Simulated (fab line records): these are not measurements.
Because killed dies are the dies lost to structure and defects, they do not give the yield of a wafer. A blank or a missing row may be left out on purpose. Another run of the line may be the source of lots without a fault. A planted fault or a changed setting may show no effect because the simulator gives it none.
A lot that was struck, set against a sound lot | flow rit cmos | 18 steps out of a route of 202
Sound: wafers L751.1, L751.2, L751.5. Struck: wafers L750.3, L750.5, L750.6. The cause is named last.
Order at every step that has rows: each side's tool, ch and its chambers, its first start. Under that, the readings that differ: sound wafers | struck wafers | difference of the means | sigmas: that difference in standard deviations of wafers without a fault.
alike: same words and numbers on both sides, and readings whose means sit less than 2 such deviations apart. not compared: any withheld reading, any reading some wafer has no value for, any bound like >300 that may hide the same value, and any number with overlapping values for which the record gives no deviation.
The two part at a step that has a row with sigmas, a row that says differs or no value, or rows on one side only. When numbers do not overlap yet have no deviation, they are printed without sigmas and do not part them. A reading missing from all wafers of one side parts the sides only when that side holds two or more wafers.

first, 1 step without rows for these wafers: RIT_PLDD_IMPLANT_08.
RIT_PLDD_STRIP_09: strips in O2, time 180 s.
  sound on plasma asher-02 ch 0,1, day 6 15:00; struck on plasma asher-04 ch 0,1, day 6 08:00
  alike: drypump motor current A
  not compared: rf hours counter h
RIT_PLDD_TW_MEAS_10:
  sound: film metro-04 at day 6 15:11; struck: film metro-03 at day 6 08:08
  alike: PLDD_TW
then, 4 steps without rows for these wafers: RIT_SPACER_CLEAN_00 (cleans in SC1, time 600 s); RIT_SPACER_CLEAN_01 (cleans in dHF, time 30 s); RIT_SPACER_CLEAN_02 (cleans in SC2, time 600 s); RIT_SPACER_CVD_03 (deposits Si3N4 from SiH2Cl2/NH3, target thk 250 nm, time 3300 s).
RIT_SPACER_THK_MEAS_04:
  sound: film metro-04 at day 6 17:31; struck: film metro-02 at day 6 10:29
  reading                 | sound             | struck            | difference | sigmas
  SPACER_NITRIDE_THK (nm) | 249.2 248.2 248.2 | 254.9 254.1 254.8 | +6.1       | +3
RIT_SPACER_ETCHBACK_05: etches Si3N4 in SF6/CHF3, stops on SiO2, target depth 250 nm, time 240 s.
  sound on rie diel-02 ch 1,2, day 6 17:35; struck on rie diel-03 ch 1,2,3, day 6 10:31
  reading               | sound             | struck            | difference | sigmas
  oes product au (a.u.) | 0.838 0.843 0.835 | 0.860 0.868 0.861 | +0.024     | +2
  alike: drypump motor current A, throttle valve pct
  not compared: rf hours counter h
then, 3 steps without rows for these wafers: RIT_NSD_HMDS_00 (prime time 60 s); RIT_NSD_COAT_01 (resist thk 1000 nm); RIT_NSD_SOFTBAKE_02 (time 60 s).
RIT_NSD_EXPOSE_03: exposes mask M9, target cd 40700 nm.
  sound on iline stepper-02 ch 0, day 6 18:18; struck on iline stepper-01 ch 0, day 6 11:17
  reading                     | sound             | struck         | difference | sigmas
  model.NSD.overlay x nm (nm) | 0.182 0.182 0.182 | 3490 3490 3490 | +3490      |
  alike: mask, focus offset nm
then, 2 steps without rows for these wafers: RIT_NSD_PEB_04; RIT_NSD_DEVELOP_05 (develop time 50 s).
RIT_NSD_OVL_MEAS_06:
  sound: overlay-01 at day 6 18:46; struck: overlay-01 at day 6 11:40
  reading      | sound         | struck               | difference | sigmas
  NSD_OVL (nm) | 0.1 -0.4 -0.2 | 3489.2 3491.4 3489.6 | +3490.2    | +99 or more
then, 1 step without rows for these wafers: RIT_NSD_HARDBAKE_07 (time 60 s).
RIT_M1_PROBE_99:
  sound: prober-01 at day 7 05:16; struck: prober-02 at day 6 21:52
  reading                                    | sound  | struck      | difference | sigmas
  killed at front end                        | 12 9 3 | 249 244 250 | +240       | +75
  killed dies                                | 12 9 3 | 249 244 250 | +240       | +75
  killed on rim                              | 5 3 1  | 65 68 65    | +63        | +42
  model.etest.pmos narrow.over limit         | 0 0 0  | 1 1 1       | +1         |
  model.etest.select edge diode n.over limit | 0 0 0  | 1 1 1       | +1         |
  model.etest.gate end array.over limit      | 0 0 0  | 1 1 1       | +1         |
  model.etest.nmos_0p3.over limit            | 0 0 0  | 1 1 1       | +1         |
  model.etest.retro edge nmos.over limit     | 0 0 0  | 1 1 1       | +1         |
  model.etest.pmos_0p3.over limit            | 0 0 0  | 1 1 1       | +1         |
  alike: killed at contacts, killed open, killed short
  not compared: model.etest.nmos_0p15.bv v, model.etest.nmos_0p3.bv v

## WHERE THEY PART
Last at RIT_M1_PROBE_99 as far as this record goes, first at RIT_SPACER_THK_MEAS_04.

WHY: whatever the simulator had introduced
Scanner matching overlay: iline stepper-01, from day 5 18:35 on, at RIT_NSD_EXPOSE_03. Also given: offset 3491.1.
